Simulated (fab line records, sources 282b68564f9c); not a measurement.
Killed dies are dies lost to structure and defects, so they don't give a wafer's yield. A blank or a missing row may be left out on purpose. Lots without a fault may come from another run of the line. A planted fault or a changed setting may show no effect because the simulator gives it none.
Split-lot experiment | flow rit_cmos | 5 lots, 23 wafers read, on a route of 202 steps

THE SPLIT
At RIT_GATE_DEVELOP_15 (develop time 50 s), the setting develop_time_s was moved away from the recipe's 50 s on 9 of the 23 wafers read, by -12.4% to +14.2%. The other wafers ran this setting at the recipe's value.

FROM THE SPLIT TO THE READING: what the file shows between them, 9 steps
- RIT_GATE_HARDBAKE_18: time 60 s
- RIT_GATE_ETCH_19: etches poly-Si in SF6/CHF3/O2, stops on SiO2, time 171.6 s, target depth 312.5 nm
- RIT_REOX_OXIDATION_03: target thk 25.2 nm, ox time 5580 s (also split here: ox_time_s)
- RIT_REOX_THK_MEAS_04
- RIT_NLDD_COAT_01: resist thk 1000 nm (also split here: resist_thk_nm)
- RIT_NLDD_HARDBAKE_07: time 60 s (also split here: temp_c)
- RIT_PLDD_IMPLANT_08 (also split here: dose_cm2)
- RIT_PLDD_STRIP_09: strips in O2, time 180 s
- RIT_PLDD_TW_MEAS_10

THE READING
etest.nmos_0p3.r_on_ohm_um (the simulator's own value, which no gauge read), at RIT_M1_PROBE_99. The file gives no usual value for it. The 14 wafers here that ran the recipe average 2179, standard deviation 54.

wafer  | tool, chamber at the split | develop_time_s as run, s | against the recipe | etest.nmos_0p3.r_on_ohm_um | against lot-mates on the recipe
L075.2 | litho_track-03, 0          | 50                       | recipe             | 2239                       | -
L075.3 | litho_track-03, 0          | 50                       | recipe             | 2195                       | -
L075.4 | litho_track-03, 0          | 50                       | recipe             | 2213                       | -
L075.5 | litho_track-03, 0          | 50                       | recipe             | 2244                       | -
L075.6 | litho_track-03, 0          | 50                       | recipe             | 2227                       | -
L077.2 | litho_track-04, 0          | 43.8                     | -12.4%             | 2351                       | +146
L077.3 | litho_track-04, 0          | 43.8                     | -12.4%             | 2327                       | +122
L077.4 | litho_track-04, 0          | 50                       | recipe             | 2167                       | -
L077.5 | litho_track-04, 0          | 50                       | recipe             | 2244                       | -
L077.6 | litho_track-04, 0          | 43.8                     | -12.4%             | 2399                       | +194
L078.3 | litho_track-04, 0          | 50                       | recipe             | 2156                       | -
L078.5 | litho_track-04, 0          | 50                       | recipe             | 2174                       | -
L078.6 | litho_track-04, 0          | 50                       | recipe             | 2178                       | -
L080.2 | litho_track-02, 0          | 50                       | recipe             | 2052                       | -
L080.3 | litho_track-02, 0          | 54.36                    | +8.7%              | 2008                       | -62
L080.4 | litho_track-02, 0          | 54.36                    | +8.7%              | 1987                       | -83
L080.5 | litho_track-02, 0          | 54.36                    | +8.7%              | 1981                       | -89
L080.6 | litho_track-02, 0          | 50                       | recipe             | 2088                       | -
L084.1 | litho_track-04, 0          | 57.12                    | +14.2%             | 2007                       | -160
L084.2 | litho_track-04, 0          | 57.12                    | +14.2%             | 2095                       | -72
L084.3 | litho_track-04, 0          | 50                       | recipe             | 2181                       | -
L084.4 | litho_track-04, 0          | 57.12                    | +14.2%             | 2042                       | -125
L084.5 | litho_track-04, 0          | 50                       | recipe             | 2153                       | -

THE FIT
A straight line over all 23 wafers: etest.nmos_0p3.r_on_ohm_um changes by -13.3 for each +1% of develop_time_s; r = -0.86; the points scatter about the line by 60.
The same after taking each lot's own level away (the mean of its wafers on the recipe; 23 wafers): -10.1 for each +1%; r = -0.94; scatter 27.
On that fit, the largest move of develop_time_s shifts the reading by 1.4e+02.
The lots' own levels span 2070.0 to 2223.6, that is 2.8 times the standard deviation above.
So the lot-to-lot level changes the slope: the two fits differ.
Check: with one of the wafers moved furthest among these (+14.2%) left out of the fit, the line predicts -130 for it against its lot-mates. It came out at -160 against them.

OTHER SPLITS ON THESE WAFERS
These wafers also went through other splits before the reading. Each is held against what the fit with the lots' levels taken away leaves over:
other split on the same wafers    | wafers away from the commonest value | r with etest.nmos_0p3.r_on_ohm_um (lot level and that fit taken away)
RIT_ACTIVE_OXIDATION_01 ox_time_s | 18                                   | -0.09
RIT_ACTIVE_COAT_06 spin_rpm       | 6                                    | -0.17
RIT_NWELL_IMPLANT_08 energy_kev   | 9                                    | +0.18
RIT_NRETRO_COAT_01 spin_rpm       | 11                                   | -0.52
RIT_PRETRO_COAT_01 resist_thk_nm  | 4                                    | +0.20
RIT_PRETRO_HARDBAKE_07 temp_c     | 6                                    | +0.01
RIT_GATE_COAT_11 spin_rpm         | 10                                   | -0.17
RIT_REOX_OXIDATION_03 ox_time_s   | 18                                   | +0.05
RIT_NLDD_COAT_01 resist_thk_nm    | 8                                    | +0.16
RIT_NLDD_HARDBAKE_07 temp_c       | 7                                    | -0.26
RIT_PLDD_IMPLANT_08 dose_cm2      | 10                                   | +0.24

THE WHOLE CHAIN: every reading that the file lists as answering this split, in the file's order
step             | what it does                                                                      | reading                                                                        | change (the file's fit)              | r (the file's)
RIT_GATE_ETCH_19 | etches poly-Si in SF6/CHF3/O2, stops on SiO2, time 171.6 s, target depth 312.5 nm | GATE.cd_nm (the simulator's own value, which no gauge read)                    | -1.64 nm for each +1% of the setting | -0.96
RIT_M1_PROBE_99  |                                                                                   | etest.pmos_turned.r_on_ohm_um (the simulator's own value, which no gauge read) | -35.2 for each +1% of the setting    | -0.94
RIT_M1_PROBE_99  |                                                                                   | etest.pmos_0p3.r_on_ohm_um (the simulator's own value, which no gauge read)    | -33.9 for each +1% of the setting    | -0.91
RIT_M1_PROBE_99  |                                                                                   | etest.pmos_0p15.r_on_ohm_um (the simulator's own value, which no gauge read)   | -37 for each +1% of the setting      | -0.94
RIT_M1_PROBE_99  |                                                                                   | etest.nmos_turned.drive_ua_um (the simulator's own value, which no gauge read) | +3 for each +1% of the setting       | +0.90
RIT_M1_PROBE_99  |                                                                                   | etest.nmos_0p3.r_on_ohm_um (the simulator's own value, which no gauge read)    | -9.89 for each +1% of the setting    | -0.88

THE FILE'S OWN FIT
etest.nmos_0p3.r_on_ohm_um changes by -9.89 for each +1% of develop_time_s, r = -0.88.
